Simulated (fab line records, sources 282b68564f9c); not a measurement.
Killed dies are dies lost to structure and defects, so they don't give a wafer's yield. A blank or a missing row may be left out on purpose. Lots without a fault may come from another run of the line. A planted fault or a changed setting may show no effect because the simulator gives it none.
Which tool did it? | flow rit_cmos | 16 lots, 48 wafers sampled, at 5 steps of a route of 202

WHAT THE GAUGES READ, wafer by wafer
RIT_PRETRO_OVL_MEAS_06. Usual: PRETRO_OVL 0.2 nm, standard deviation 1.4.
lot  | measured    | on         | PRETRO_OVL (nm)   | flag
L159 | day 2 08:11 | overlay-02 | -1.3 -1.5 -2.3    |
L160 | day 2 14:31 | overlay-01 | -1.1 -2.2 -0.7    |
L161 | day 2 18:40 | overlay-01 | 1.6 1.7 -0.2      |
L162 | day 2 22:28 | overlay-02 | 1.1 2.6 2.7       |
L164 | day 3 07:58 | overlay-01 | -1.7 -0.1 0.7     |
L165 | day 3 15:53 | overlay-01 | 1.2 1.9 -0.5      |
L167 | day 4 02:56 | overlay-02 | -0.5 -0.5 0.0     |
L168 | day 4 05:59 | overlay-02 | 1.8 0.7 1.3       |
L169 | day 4 10:12 | overlay-02 | 131.7 131.9 131.5 | OFF
L170 | day 4 18:08 | overlay-02 | 128.2 128.3 129.5 | OFF
L173 | day 5 07:03 | overlay-02 | 130.9 131.0 129.9 | OFF
L175 | day 5 19:56 | overlay-02 | 130.6 130.5 131.2 | OFF
L177 | day 6 01:51 | overlay-01 | 0.7 -0.3 -0.1     |
L179 | day 6 13:20 | overlay-01 | -1.9 -1.2 -0.9    |
L180 | day 6 17:00 | overlay-01 | 1.8 0.2 0.9       |
L182 | day 7 01:22 | overlay-01 | 1.7 0.8 0.6       |

RIT_REOX_THK_MEAS_04. Usual: REOX_OXIDE_THK 24.9 nm, standard deviation 0.53.
lot  | measured    | on            | REOX_OXIDE_THK (nm) | flag
L159 | day 2 17:18 | film_metro-01 | 24.9 24.9 25.3      |
L160 | day 2 23:53 | film_metro-02 | 24.8 25.2 24.8      |
L161 | day 3 04:11 | film_metro-04 | 24.2 24.5 24.6      |
L162 | day 3 11:37 | film_metro-02 | 24.1 24.7 24.8      |
L164 | day 3 16:49 | film_metro-01 | 25.0 25.3 24.6      |
L165 | day 4 01:34 | film_metro-02 | 24.5 24.9 24.9      |
L167 | day 4 13:56 | film_metro-01 | 24.1 24.1 24.1      |
L168 | day 4 16:30 | film_metro-02 | 24.1 24.3 24.6      |
L169 | day 4 20:42 | film_metro-04 | 24.7 25.7 25.2      |
L170 | day 5 08:41 | film_metro-04 | 25.2 25.5 25.5      |
L173 | day 5 17:56 | film_metro-02 | 24.6 25.4 24.6      |
L175 | day 6 05:00 | film_metro-01 | 25.2 25.5 25.2      |
L177 | day 6 13:01 | film_metro-01 | 24.6 25.1 25.0      |
L179 | day 6 22:10 | film_metro-02 | 25.0 24.2 24.8      |
L180 | day 7 01:52 | film_metro-04 | 25.2 25.0 25.5      |
L182 | day 7 10:58 | film_metro-04 | 25.0 25.0 25.0      |

RIT_PLDD_OVL_MEAS_06. Usual: PLDD_OVL 0.3 nm, standard deviation 1.2.
lot  | measured    | on         | PLDD_OVL (nm)  | flag
L159 | day 2 19:38 | overlay-01 | 0.0 -1.4 0.0   |
L160 | day 3 02:20 | overlay-01 | 0.4 0.5 1.4    |
L161 | day 3 06:38 | overlay-02 | 0.8 2.0 0.5    |
L162 | day 3 14:04 | overlay-01 | 0.8 1.1 0.6    |
L164 | day 3 19:25 | overlay-01 | 0.8 0.4 1.1    |
L165 | day 4 04:01 | overlay-01 | -1.2 -0.5 -1.6 |
L167 | day 4 16:16 | overlay-02 | 0.7 1.3 -0.1   |
L168 | day 4 18:50 | overlay-01 | 1.2 0.9 1.3    |
L169 | day 4 23:17 | overlay-02 | 0.0 0.0 0.3    |
L170 | day 5 11:10 | overlay-01 | 0.0 0.4 0.9    |
L173 | day 5 20:37 | overlay-02 | -1.6 0.8 -0.8  |
L175 | day 6 07:25 | overlay-01 | 0.1 1.1 -0.1   |
L177 | day 6 15:27 | overlay-02 | 0.8 1.2 2.2    |
L179 | day 7 01:01 | overlay-02 | -0.5 -0.2 -1.0 |
L180 | day 7 04:28 | overlay-01 | -1.2 0.7 -0.1  |
L182 | day 7 13:52 | overlay-02 | 0.6 2.6 1.5    |

RIT_PLDD_TW_MEAS_10. Usual: PLDD_TW 2324, standard deviation 20.
lot  | measured    | on            | PLDD_TW        | flag
L159 | day 2 20:08 | film_metro-04 | 2343 2334 2337 |
L160 | day 3 02:52 | film_metro-03 | 2305 2306 2297 |
L161 | day 3 07:09 | film_metro-01 | 2325 2344 2348 |
L162 | day 3 14:35 | film_metro-04 | 2325 2310 2309 |
L164 | day 3 19:56 | film_metro-01 | 2342 2338 2344 |
L165 | day 4 04:32 | film_metro-01 | 2332 2330 2336 |
L167 | day 4 16:47 | film_metro-01 | 2339 2352 2340 |
L168 | day 4 19:21 | film_metro-01 | 2341 2349 2338 |
L169 | day 4 23:47 | film_metro-01 | 2343 2336 2336 |
L170 | day 5 11:45 | film_metro-03 | 2297 2303 2293 |
L173 | day 5 21:08 | film_metro-03 | 2298 2292 2286 |
L175 | day 6 07:55 | film_metro-04 | 2315 2324 2325 |
L177 | day 6 15:58 | film_metro-04 | 2326 2312 2317 |
L179 | day 7 01:32 | film_metro-01 | 2346 2343 2347 |
L180 | day 7 04:59 | film_metro-03 | 2302 2312 2312 |
L182 | day 7 14:23 | film_metro-04 | 2301 2322 2305 |

WHICH TOOL RAN EACH LOT (tool, then ch and the chambers of the sampled wafers, then the start)
lot  | RIT_PRETRO_EXPOSE_03
L159 | iline_stepper-01 ch 0, day 2 07:35
L160 | iline_stepper-01 ch 0, day 2 13:58
L161 | iline_stepper-02 ch 0, day 2 18:14
L162 | iline_stepper-01 ch 0, day 2 22:04
L164 | iline_stepper-02 ch 0, day 3 07:34
L165 | iline_stepper-02 ch 0, day 3 15:28
L167 | iline_stepper-02 ch 0, day 4 02:31
L168 | iline_stepper-01 ch 0, day 4 05:34
L169 | iline_stepper-02 ch 0, day 4 09:46
L170 | iline_stepper-02 ch 0, day 4 17:42
L173 | iline_stepper-02 ch 0, day 5 06:40
L175 | iline_stepper-02 ch 0, day 5 19:19
L177 | iline_stepper-01 ch 0, day 6 01:27
L179 | iline_stepper-01 ch 0, day 6 12:54
L180 | iline_stepper-01 ch 0, day 6 16:28
L182 | iline_stepper-01 ch 0, day 7 00:56
- RIT_PRETRO_EXPOSE_03: exposes mask M5, target cd 43700 nm.

WHAT THE TOOLS THEMSELVES READ (means of the sampled wafers that have a number; where no wafer has one, the mark that the record gives instead)
RIT_PRETRO_EXPOSE_03. Usual: stage_vel_mm_s 499.99 mm/s, standard deviation 0.23.
lot  | tool             | stage_vel_mm_s (mm/s) | flag
L159 | iline_stepper-01 | 499.93                |
L160 | iline_stepper-01 | 500.03                |
L161 | iline_stepper-02 | 500.12                |
L162 | iline_stepper-01 | 499.55                |
L164 | iline_stepper-02 | 500.03                |
L165 | iline_stepper-02 | 500.11                |
L167 | iline_stepper-02 | 499.99                |
L168 | iline_stepper-01 | 500.04                |
L169 | iline_stepper-02 | 500.19                |
L170 | iline_stepper-02 | 499.93                |
L173 | iline_stepper-02 | 500.43                |
L175 | iline_stepper-02 | 499.82                |
L177 | iline_stepper-01 | 500.08                |
L179 | iline_stepper-01 | 499.77                |
L180 | iline_stepper-01 | 499.78                |
L182 | iline_stepper-01 | 499.77                |

THE ANSWER, worked out from the rows above alone
Rule: a lot is off if the mean of its wafers that have a number lies more than 3 standard deviations from the usual mean. A lot without any number at a reading at which 4 lots or more have one is off too. The other lots that the step has rows for count as sound. The gauges are gone through in route order, then the tools' own readings, and for those a lot's mean is taken as printed above. The first step at which some lot is off is used, and at that step the reading that is off furthest; a lot without a number counts as furthest.
Off: L169, L170, L173, L175, at RIT_PRETRO_OVL_MEAS_06 (PRETRO_OVL).
A tool fits if, at a process step before that reading, it ran every lot that is off, and no sound lot after the first of them. The gauges at RIT_PRETRO_OVL_MEAS_06 are tried like those tools. Can't be told from this: 2 tools fit, iline_stepper-02 at RIT_PRETRO_EXPOSE_03, overlay-02 at RIT_PRETRO_OVL_MEAS_06.

WHAT THE SIMULATOR HAD PUT IN
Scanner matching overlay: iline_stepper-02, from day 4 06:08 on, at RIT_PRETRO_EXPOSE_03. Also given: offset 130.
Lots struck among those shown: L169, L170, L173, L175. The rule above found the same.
